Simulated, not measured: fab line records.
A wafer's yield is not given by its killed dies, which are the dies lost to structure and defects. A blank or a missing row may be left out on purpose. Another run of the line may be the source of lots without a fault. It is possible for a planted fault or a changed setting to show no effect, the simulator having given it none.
fab line records | flow rit-cmos
[record] lots = 5 | wafers = 15 | last-day = 7
route steps=202 shown NSD@134 PSD@142 SDANNEAL@153
lots that met no fault: from a run of the same line without faults
start-h: the number of hours between the record's first day and the start of the first shown wafer of the lot | wait-h: how many hours have passed since the lot's step before this one | " same as the row above | L1.1+2: one row covering several wafers at once | - no value, or no start was given | * or withheld: withheld | < > ~ a bound
route shown NAME@n: NAME is a module with steps in the file, n the number in the route of the first one | usual: mean and standard deviation over wafers with no fault | same: alike in all rows | chamber/n: place in a boat | sites: per-site readings | _std_site: their standard deviation | _edge_site: mean of outer sites minus mean of inner sites | radius-mm: for every site, how far away it sits from the centre of the wafer | mask NAME#n: copy n | behind: the last tool/chamber to shape the wafer | hold: why the lot went on hold/how many hours it stayed there/how the hold came to an end | device: whichever transistor did not switch (one of n, p or np) | end of line: the tests these same wafers got at the end of their route | where a step has no rows: the recipe by itself | killed: count of dies lost to structure and defects at first sort (not the wafer's yield) | map: the dies of a wafer, with x for killed, . for not killed, _ for no die there
set.NAME: the run value of the setting; set.NAME@STEP: its run value at that earlier step | model.NAME: the simulator's own value behind a step, which no gauge read
lots at selected steps of the route; one table per step, one row per wafer
services: when a tool's chamber went out of use (start-h, in hours from the record's first day, below 0 if earlier), for how many hours, and the reason
[[steps]]
[step RIT_NSD_EXPOSE_03]
[recipe] mask-id = M9 | na = 0.57 | target-cd-nm = 40700 | dose-mj = 250
[usual] reticle-temp-C = 22.99/0.12
lot.wafer | tool             | chamber | start-h | wait-h | mask | reticle-temp-C
L082.2    | iline-stepper-01 | 0       | 92.49   | 0.1    | M9#0 | 23.10
L082.4    | "                | 0       | "       | "      | M9#0 | 23.06
L082.6    | "                | 0       | "       | "      | M9#0 | 23.21
L083.1    | iline-stepper-01 | 0       | 97.40   | 0.1    | M9#0 | 23.18
L083.2    | "                | 0       | "       | "      | M9#0 | 22.86
L083.6    | "                | 0       | "       | "      | M9#0 | 23.03
L087.3    | iline-stepper-02 | 0       | 113.26  | 0.2    | M9#0 | 22.97
L087.4    | "                | 0       | "       | "      | M9#0 | 23.08
L087.5    | "                | 0       | "       | "      | M9#0 | 23.10
L092.3    | iline-stepper-02 | 0       | 141.22  | 0.2    | M9#0 | 22.94
L092.4    | "                | 0       | "       | "      | M9#0 | 22.84
L092.5    | "                | 0       | "       | "      | M9#0 | 22.83
L097.1    | iline-stepper-01 | 0       | 164.24  | 0.2    | M9#0 | 22.87
L097.4    | "                | 0       | "       | "      | M9#0 | 22.63
L097.6    | "                | 0       | "       | "      | M9#0 | 22.97
[step RIT_NSD_PEB_04]
[recipe] resist = NOVOLAK | temp-c = withheld | time-s = withheld
lot.wafer  | tool           | chamber | start-h | wait-h
L082.2+4+6 | litho-track-03 | 0       | 92.61   | 0.1
L083.1+2+6 | litho-track-01 | 0       | 97.52   | 0.1
L087.3+4+5 | litho-track-04 | 0       | 113.39  | 0.1
L092.3+4+5 | litho-track-01 | 0       | 141.34  | 0.1
L097.1+4+6 | litho-track-01 | 0       | 164.35  | 0.1
[step RIT_NSD_DEVELOP_05]
[recipe] resist = NOVOLAK | develop-time-s = 50 | dev-temp-c = 23
lot.wafer  | tool           | chamber | start-h | wait-h
L082.2+4+6 | litho-track-03 | 0       | -       | -
L083.1+2+6 | litho-track-01 | 0       | -       | -
L087.3+4+5 | litho-track-04 | 0       | -       | -
L092.3+4+5 | litho-track-01 | 0       | -       | -
L097.1+4+6 | litho-track-01 | 0       | -       | -
[step RIT_NSD_OVL_MEAS_06]
[usual] NSD_OVL = -0.9/1.3
lot.wafer | tool       | chamber | start-h | wait-h | NSD_OVL[nm]
L082.2    | overlay-01 | -       | 92.88   | -      | -1.1
L082.4    | "          | -       | "       | "      | 0.0
L082.6    | "          | -       | "       | "      | -0.1
L083.1    | overlay-02 | -       | 97.80   | -      | -1.2
L083.2    | "          | -       | "       | "      | -1.8
L083.6    | "          | -       | "       | "      | -2.5
L087.3    | overlay-02 | -       | 113.63  | -      | -1.0
L087.4    | "          | -       | "       | "      | -0.6
L087.5    | "          | -       | "       | "      | -2.2
L092.3    | overlay-01 | -       | 141.59  | -      | 0.6
L092.4    | "          | -       | "       | "      | -2.1
L092.5    | "          | -       | "       | "      | -0.4
L097.1    | overlay-02 | -       | 164.64  | -      | -0.9
L097.4    | "          | -       | "       | "      | -2.6
L097.6    | "          | -       | "       | "      | -2.5
[step RIT_NSD_HARDBAKE_07]
[recipe] resist = NOVOLAK | temp-c = 140 | time-s = 60
[usual] heater-power-total-W = 62.55/0.05
lot.wafer | tool           | chamber | start-h | wait-h | heater-power-total-W
L082.2    | litho-track-04 | 0       | 92.93   | 0.0    | 62.53
L082.4    | "              | 0       | "       | "      | 62.50
L082.6    | "              | 0       | "       | "      | 62.52
L083.1    | litho-track-03 | 0       | 97.84   | 0.0    | 62.53
L083.2    | "              | 0       | "       | "      | 62.46
L083.6    | "              | 0       | "       | "      | 62.55
L087.3    | litho-track-03 | 0       | 113.71  | 0.1    | 62.59
L087.4    | "              | 0       | "       | "      | 62.51
L087.5    | "              | 0       | "       | "      | 62.58
L092.3    | litho-track-04 | 0       | 141.78  | 0.2    | 62.57
L092.4    | "              | 0       | "       | "      | 62.51
L092.5    | "              | 0       | "       | "      | 62.53
L097.1    | litho-track-04 | 0       | 164.67  | 0.0    | 62.47
L097.4    | "              | 0       | "       | "      | 62.50
L097.6    | "              | 0       | "       | "      | 62.44
[step RIT_NSD_IMPLANT_08]
[recipe] species = P | energy-kev = 25 | dose-cm2 = 1.023e+15 | tilt-deg = 7
[same] implant-ion-amu = 31
lot.wafer  | tool         | chamber | start-h | wait-h
L082.2+4+6 | implanter-01 | 0       | 93.08   | 0.1
L083.1+2+6 | implanter-02 | 0       | 97.99   | 0.1
L087.3+4+5 | implanter-02 | 0       | 113.86  | 0.1
L092.3+4+5 | implanter-01 | 0       | 141.93  | 0.1
L097.1+4+6 | implanter-03 | 0       | 164.82  | 0.1
[step RIT_NSD_STRIP_09]
[recipe] chemistry = O2 | time-s = 180 | resist = NOVOLAK | platen-temp-c = withheld | power-w = 500 | pressure-mtorr = 4000 | o2-flow-sccm = 4000
[usual] drypump-motor-current-A = 5.4/0.4
lot.wafer | tool            | chamber | start-h | wait-h | drypump-motor-current-A | rf-hours-counter-h
L082.2    | plasma-asher-04 | 0       | 93.21   | 0.1    | 4.8                     | 31
L082.4    | "               | 0       | "       | "      | 4.8                     | -
L082.6    | "               | 1       | "       | "      | 5.6                     | -
L083.1    | plasma-asher-03 | 0       | 98.14   | 0.1    | 5.5                     | 47
L083.2    | "               | 1       | "       | "      | 5.6                     | 47
L083.6    | "               | 1       | "       | "      | 5.6                     | -
L087.3    | plasma-asher-03 | 0       | 114.01  | 0.1    | 5.5                     | -
L087.4    | "               | 1       | "       | "      | 5.6                     | -
L087.5    | "               | 0       | "       | "      | 5.5                     | -
L092.3    | plasma-asher-03 | 0       | 142.08  | 0.1    | 5.5                     | -
L092.4    | "               | 1       | "       | "      | 5.6                     | -
L092.5    | "               | 0       | "       | "      | 5.5                     | -
L097.1    | plasma-asher-01 | 0       | 164.97  | 0.1    | 6.0                     | 6
L097.4    | "               | 0       | "       | "      | 6.0                     | -
L097.6    | "               | 0       | "       | "      | 6.0                     | -
[step RIT_NSD_TW_MEAS_10]
[usual] NSD_TW = 3132/27
lot.wafer | tool          | chamber | start-h | wait-h | NSD_TW
L082.2    | film-metro-04 | -       | 93.39   | 0.1    | 3169
L082.4    | "             | -       | "       | "      | 3180
L082.6    | "             | -       | "       | "      | 3186
L083.1    | film-metro-01 | -       | 98.31   | 0.1    | 3114
L083.2    | "             | -       | "       | "      | 3120
L083.6    | "             | -       | "       | "      | 3108
L087.3    | film-metro-02 | -       | 114.15  | 0.1    | 3141
L087.4    | "             | -       | "       | "      | 3149
L087.5    | "             | -       | "       | "      | 3138
L092.3    | film-metro-04 | -       | 142.22  | 0.1    | 3140
L092.4    | "             | -       | "       | "      | 3140
L092.5    | "             | -       | "       | "      | 3142
L097.1    | film-metro-02 | -       | 165.15  | 0.1    | 3165
L097.4    | "             | -       | "       | "      | 3153
L097.6    | "             | -       | "       | "      | 3149
[step RIT_PSD_HMDS_00]
[recipe] prime-time-s = 60 | prime-temp-c = 140
lot.wafer  | tool           | chamber | start-h | wait-h
L082.2+4+6 | litho-track-03 | 0       | 93.47   | 0.1
L083.1+2+6 | litho-track-03 | 0       | 98.37   | 0.1
L087.3+4+5 | litho-track-02 | 0       | 114.24  | 0.1
L092.3+4+5 | litho-track-03 | 0       | 142.50  | 0.3
L097.1+4+6 | litho-track-02 | 0       | 165.21  | 0.1
[step RIT_PSD_COAT_01]
[recipe] resist = NOVOLAK | spin-rpm = 3250 | resist-thk-nm = 1000
lot.wafer  | tool           | chamber | start-h | wait-h
L082.2+4+6 | litho-track-03 | 0       | 93.62   | 0.1
L083.1+2+6 | litho-track-03 | 0       | 98.52   | 0.1
L087.3+4+5 | litho-track-02 | 0       | 114.39  | 0.1
L092.3+4+5 | litho-track-03 | 0       | 142.65  | 0.1
L097.1+4+6 | litho-track-02 | 0       | 165.36  | 0.1
[step RIT_PSD_SOFTBAKE_02]
[recipe] resist = NOVOLAK | temp-c = 90 | time-s = 60
[usual] heater-power-total-W = 34.56/0.051
lot.wafer | tool           | chamber | start-h | wait-h | heater-power-total-W
L082.2    | litho-track-03 | 0       | 93.77   | 0.1    | 34.58
L082.4    | "              | 0       | "       | "      | 34.56
L082.6    | "              | 0       | "       | "      | 34.60
L083.1    | litho-track-03 | 0       | 98.67   | 0.1    | 34.63
L083.2    | "              | 0       | "       | "      | 34.50
L083.6    | "              | 0       | "       | "      | 34.48
L087.3    | litho-track-02 | 0       | 114.54  | 0.1    | 34.58
L087.4    | "              | 0       | "       | "      | 34.54
L087.5    | "              | 0       | "       | "      | 34.55
L092.3    | litho-track-03 | 0       | 142.80  | 0.1    | 34.49
L092.4    | "              | 0       | "       | "      | 34.47
L092.5    | "              | 0       | "       | "      | 34.54
L097.1    | litho-track-02 | 0       | 165.51  | 0.1    | 34.57
L097.4    | "              | 0       | "       | "      | 34.50
L097.6    | "              | 0       | "       | "      | 34.63
[step RIT_PSD_EXPOSE_03]
[recipe] mask-id = M10 | na = 0.57 | target-cd-nm = 40900 | dose-mj = 250
[usual] reticle-temp-C = 23.00/0.11
lot.wafer | tool             | chamber | start-h | wait-h | mask  | reticle-temp-C
L082.2    | iline-stepper-01 | 0       | 94.04   | 0.2    | M10#0 | 22.92
L082.4    | "                | 0       | "       | "      | M10#0 | 22.98
L082.6    | "                | 0       | "       | "      | M10#0 | 23.01
L083.1    | iline-stepper-02 | 0       | 98.95   | 0.2    | M10#0 | 23.00
L083.2    | "                | 0       | "       | "      | M10#0 | 22.96
L083.6    | "                | 0       | "       | "      | M10#0 | 22.98
L087.3    | iline-stepper-01 | 0       | 114.68  | 0.1    | M10#0 | 22.92
L087.4    | "                | 0       | "       | "      | M10#0 | 22.97
L087.5    | "                | 0       | "       | "      | M10#0 | 23.03
L092.3    | iline-stepper-02 | 0       | 142.94  | 0.1    | M10#0 | 22.84
L092.4    | "                | 0       | "       | "      | M10#0 | 23.08
L092.5    | "                | 0       | "       | "      | M10#0 | 22.86
L097.1    | iline-stepper-02 | 0       | 165.66  | 0.1    | M10#0 | 22.88
L097.4    | "                | 0       | "       | "      | M10#0 | 23.14
L097.6    | "                | 0       | "       | "      | M10#0 | 23.07
[step RIT_PSD_PEB_04]
[recipe] resist = NOVOLAK | temp-c = withheld | time-s = withheld
lot.wafer  | tool           | chamber | start-h | wait-h
L082.2+4+6 | litho-track-03 | 0       | 94.16   | 0.1
L083.1+2+6 | litho-track-01 | 0       | 99.07   | 0.1
L087.3+4+5 | litho-track-02 | 0       | 114.81  | 0.1
L092.3+4+5 | litho-track-01 | 0       | 143.07  | 0.1
L097.1+4+6 | litho-track-03 | 0       | 165.77  | 0.1
[step RIT_PSD_DEVELOP_05]
[recipe] resist = NOVOLAK | develop-time-s = 50 | dev-temp-c = 23
lot.wafer  | tool           | chamber | start-h | wait-h
L082.2+4+6 | litho-track-03 | 0       | -       | -
L083.1+2+6 | litho-track-01 | 0       | -       | -
L087.3+4+5 | litho-track-02 | 0       | -       | -
L092.3+4+5 | litho-track-01 | 0       | -       | -
L097.1+4+6 | litho-track-03 | 0       | -       | -
[step RIT_PSD_OVL_MEAS_06]
[usual] PSD_OVL = -0.7/1.3
lot.wafer | tool       | chamber | start-h | wait-h | PSD_OVL[nm]
L082.2    | overlay-02 | -       | 94.43   | -      | -0.5
L082.4    | "          | -       | "       | "      | -1.6
L082.6    | "          | -       | "       | "      | -1.3
L083.1    | overlay-02 | -       | 99.35   | -      | -0.9
L083.2    | "          | -       | "       | "      | -0.5
L083.6    | "          | -       | "       | "      | -0.2
L087.3    | overlay-02 | -       | 115.05  | -      | 0.1
L087.4    | "          | -       | "       | "      | -1.4
L087.5    | "          | -       | "       | "      | -1.7
L092.3    | overlay-01 | -       | 143.32  | -      | -1.1
L092.4    | "          | -       | "       | "      | 0.2
L092.5    | "          | -       | "       | "      | -0.8
L097.1    | overlay-02 | -       | 166.06  | -      | -1.1
L097.4    | "          | -       | "       | "      | -1.8
L097.6    | "          | -       | "       | "      | -0.3
[step RIT_PSD_HARDBAKE_07]
[recipe] resist = NOVOLAK | temp-c = 140 | time-s = 60
[usual] heater-power-total-W = 62.55/0.046
lot.wafer | tool           | chamber | start-h | wait-h | heater-power-total-W
L082.2    | litho-track-01 | 0       | 94.48   | 0.0    | 62.60
L082.4    | "              | 0       | "       | "      | 62.55
L082.6    | "              | 0       | "       | "      | 62.60
L083.1    | litho-track-01 | 0       | 99.38   | 0.0    | 62.52
L083.2    | "              | 0       | "       | "      | 62.51
L083.6    | "              | 0       | "       | "      | 62.60
L087.3    | litho-track-03 | 0       | 115.13  | 0.1    | 62.54
L087.4    | "              | 0       | "       | "      | 62.55
L087.5    | "              | 0       | "       | "      | 62.50
L092.3    | litho-track-02 | 0       | 143.39  | 0.1    | 62.52
L092.4    | "              | 0       | "       | "      | 62.57
L092.5    | "              | 0       | "       | "      | 62.46
L097.1    | litho-track-03 | 0       | 166.09  | 0.0    | 62.59
L097.4    | "              | 0       | "       | "      | 62.53
L097.6    | "              | 0       | "       | "      | 62.63
[step RIT_PSD_IMPLANT_08]
[recipe] species = BF2 | energy-kev = 27 | dose-cm2 = 5e+15 | tilt-deg = 7
[same] implant-ion-amu = 49
lot.wafer  | tool         | chamber | start-h | wait-h
L082.2+4+6 | implanter-02 | 0       | 94.63   | 0.1
L083.1+2+6 | implanter-02 | 0       | 99.53   | 0.1
L087.3+4+5 | implanter-01 | 0       | 115.28  | 0.1
L092.3+4+5 | implanter-04 | 0       | 143.54  | 0.1
L097.1+4+6 | implanter-01 | 0       | 166.24  | 0.1
[step RIT_PSD_STRIP_09]
[recipe] chemistry = O2 | time-s = 180 | resist = NOVOLAK | platen-temp-c = withheld | power-w = 500 | pressure-mtorr = 4000 | o2-flow-sccm = 4000
[usual] drypump-motor-current-A = 5.8/0.63
lot.wafer | tool            | chamber | start-h | wait-h | drypump-motor-current-A | rf-hours-counter-h
L082.2    | plasma-asher-03 | 0       | 94.76   | 0.1    | 5.5                     | 47
L082.4    | "               | 0       | "       | "      | 5.5                     | -
L082.6    | "               | 1       | "       | "      | 5.6                     | -
L083.1    | plasma-asher-04 | 0       | 99.68   | 0.1    | 4.8                     | 32
L083.2    | "               | 1       | "       | "      | 5.6                     | 32
L083.6    | "               | 0       | "       | "      | 4.8                     | -
L087.3    | plasma-asher-02 | 1       | 115.44  | 0.1    | 6.0                     | -
L087.4    | "               | 0       | "       | "      | 6.8                     | -
L087.5    | "               | 0       | "       | "      | 6.8                     | -
L092.3    | plasma-asher-04 | 0       | 143.70  | 0.1    | 4.8                     | -
L092.4    | "               | 1       | "       | "      | 5.6                     | -
L092.5    | "               | 0       | "       | "      | 4.8                     | -
L097.1    | plasma-asher-04 | 1       | 166.39  | 0.1    | 5.6                     | 39
L097.4    | "               | 0       | "       | "      | 4.8                     | -
L097.6    | "               | 0       | "       | "      | 4.8                     | -
[step RIT_PSD_TW_MEAS_10]
[usual] PSD_TW = 3423/30
lot.wafer | tool          | chamber | start-h | wait-h | PSD_TW
L082.2    | film-metro-01 | -       | 94.94   | 0.1    | 3407
L082.4    | "             | -       | "       | "      | 3403
L082.6    | "             | -       | "       | "      | 3408
L083.1    | film-metro-01 | -       | 99.86   | 0.1    | 3406
L083.2    | "             | -       | "       | "      | 3420
L083.6    | "             | -       | "       | "      | 3401
L087.3    | film-metro-01 | -       | 115.57  | 0.1    | 3417
L087.4    | "             | -       | "       | "      | 3423
L087.5    | "             | -       | "       | "      | 3411
L092.3    | film-metro-01 | -       | 143.84  | 0.1    | 3416
L092.4    | "             | -       | "       | "      | 3421
L092.5    | "             | -       | "       | "      | 3395
L097.1    | film-metro-04 | -       | 166.57  | 0.1    | 3472
L097.4    | "             | -       | "       | "      | 3477
L097.6    | "             | -       | "       | "      | 3473
[step RIT_SDANNEAL_CLEAN_00]
[recipe] chemistry = SC1 | mix = 3:3:50 | time-s = 600 | temp-c = 75
lot.wafer  | tool         | chamber | start-h | wait-h
L082.2+4+6 | wet-bench-01 | 3       | 94.99   | 0.0
L083.1+2+6 | wet-bench-01 | 3       | 99.92   | 0.1
L087.3+4+5 | wet-bench-04 | 3       | 115.61  | 0.0
L092.3+4+5 | wet-bench-02 | 0       | 143.88  | 0.0
L097.1+4+6 | wet-bench-01 | 2       | 166.63  | 0.1
[step RIT_SDANNEAL_CLEAN_01]
[recipe] chemistry = dHF | dilution = 50:1 | time-s = 30
lot.wafer  | tool         | chamber | start-h | wait-h
L082.2+4+6 | wet-bench-02 | 0       | 95.17   | 0.0
L083.1+2+6 | wet-bench-04 | 0       | 100.09  | 0.0
L087.3+4+5 | wet-bench-04 | 0       | 115.80  | 0.0
L092.3+4+5 | wet-bench-04 | 0       | 144.05  | 0.0
L097.1+4+6 | wet-bench-04 | 1       | 166.80  | 0.0
[[services]]
tool             | chamber | start-h | hours | kind
iline-stepper-02 | 0       | 71.85   | -     | calibration
implanter-03     | -       | 88.29   | 0.5   | repair
plasma-asher-04  | -       | 93.69   | 0.4   | repair
implanter-04     | -       | 95.14   | 2.7   | repair
plasma-asher-04  | -       | 105.16  | 2.2   | repair
plasma-asher-01  | -       | 108.75  | 9.0   | pm
plasma-asher-01  | 0       | 108.75  | 9.0   | vent-cycle
plasma-asher-01  | 1       | 108.75  | 9.0   | vent-cycle
implanter-04     | -       | 115.71  | 2.6   | repair
plasma-asher-01  | 0       | 117.75  | -     | clean
plasma-asher-01  | 1       | 117.75  | -     | clean
plasma-asher-02  | -       | 123.99  | 3.4   | repair
implanter-03     | -       | 128.69  | 2.9   | repair
plasma-asher-02  | -       | 144.26  | 7.2   | repair
implanter-03     | -       | 152.57  | 3.6   | repair
plasma-asher-04  | -       | 162.57  | 3.1   | repair
[[key]]
fault none
